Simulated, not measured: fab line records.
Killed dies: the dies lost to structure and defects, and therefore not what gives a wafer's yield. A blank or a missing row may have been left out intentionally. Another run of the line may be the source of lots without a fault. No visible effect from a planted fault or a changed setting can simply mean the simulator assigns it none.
Matching of chambers / flow rit-cmos / RIT_ACTIVE_ETCH_13 on rie-diel-02 has 4 sister chambers
The step etches Si3N4 in SF6, stops on SiO2, time 210 s, target depth 210 nm. 8 wafers are shown with their chamber, then 8 later ones without.

== WAFERS WITH THEIR CHAMBER ==
wafer=L209.4; chamber=2; drypump-motor-current-A (A)=5.50; throttle-valve-pct (%)=7.63
wafer=L209.6; chamber=1; drypump-motor-current-A (A)=5.81; throttle-valve-pct (%)=7.65
wafer=L213.1; chamber=0; drypump-motor-current-A (A)=6.29; throttle-valve-pct (%)=7.54
wafer=L213.6; chamber=3; drypump-motor-current-A (A)=5.52; throttle-valve-pct (%)=7.57
wafer=L214.1; chamber=1; drypump-motor-current-A (A)=5.85; throttle-valve-pct (%)=7.64
wafer=L214.2; chamber=3; drypump-motor-current-A (A)=5.51; throttle-valve-pct (%)=7.57
wafer=L214.3; chamber=2; drypump-motor-current-A (A)=5.50; throttle-valve-pct (%)=7.62
wafer=L220.2; chamber=0; drypump-motor-current-A (A)=6.32; throttle-valve-pct (%)=7.54

== WAFERS WHOSE CHAMBER IS MISSING ==
wafer=L220.5; drypump-motor-current-A (A)=5.50; throttle-valve-pct (%)=7.57
wafer=L220.6; drypump-motor-current-A (A)=5.52; throttle-valve-pct (%)=7.64
wafer=L225.3; drypump-motor-current-A (A)=5.52; throttle-valve-pct (%)=7.64
wafer=L225.4; drypump-motor-current-A (A)=6.30; throttle-valve-pct (%)=7.54
wafer=L225.6; drypump-motor-current-A (A)=5.53; throttle-valve-pct (%)=7.54
wafer=L228.3; drypump-motor-current-A (A)=5.50; throttle-valve-pct (%)=7.55
wafer=L228.4; drypump-motor-current-A (A)=5.49; throttle-valve-pct (%)=7.65
wafer=L228.6; drypump-motor-current-A (A)=5.77; throttle-valve-pct (%)=7.65

== CHAMBER TAKEN BY EACH ==
wafer=L220.5; from the rows above=3; in truth=3
wafer=L220.6; from the rows above=2; in truth=2
wafer=L225.3; from the rows above=2; in truth=2
wafer=L225.4; from the rows above=0; in truth=0
wafer=L225.6; from the rows above=3; in truth=3
wafer=L228.3; from the rows above=3; in truth=3
wafer=L228.4; from the rows above=2; in truth=2
wafer=L228.6; from the rows above=1; in truth=1
8 of 8 placed correctly. From these rows, 0 cannot be placed. Number placed wrongly: 0.
How it was worked out, from the rows above alone: a wafer's distance from a chamber is the root of the sum, over the readings, of the square of ((its reading less the chamber's mean) divided by the reading's scatter). The wafer belongs to the nearest chamber; if the next one is less than 2 further off, it can't be placed. A chamber's mean is the mean of its shown wafers. The scatter: the root of (the sum of the squares of (reading less its chamber's mean) over the shown wafers, divided by (wafers less chambers)).
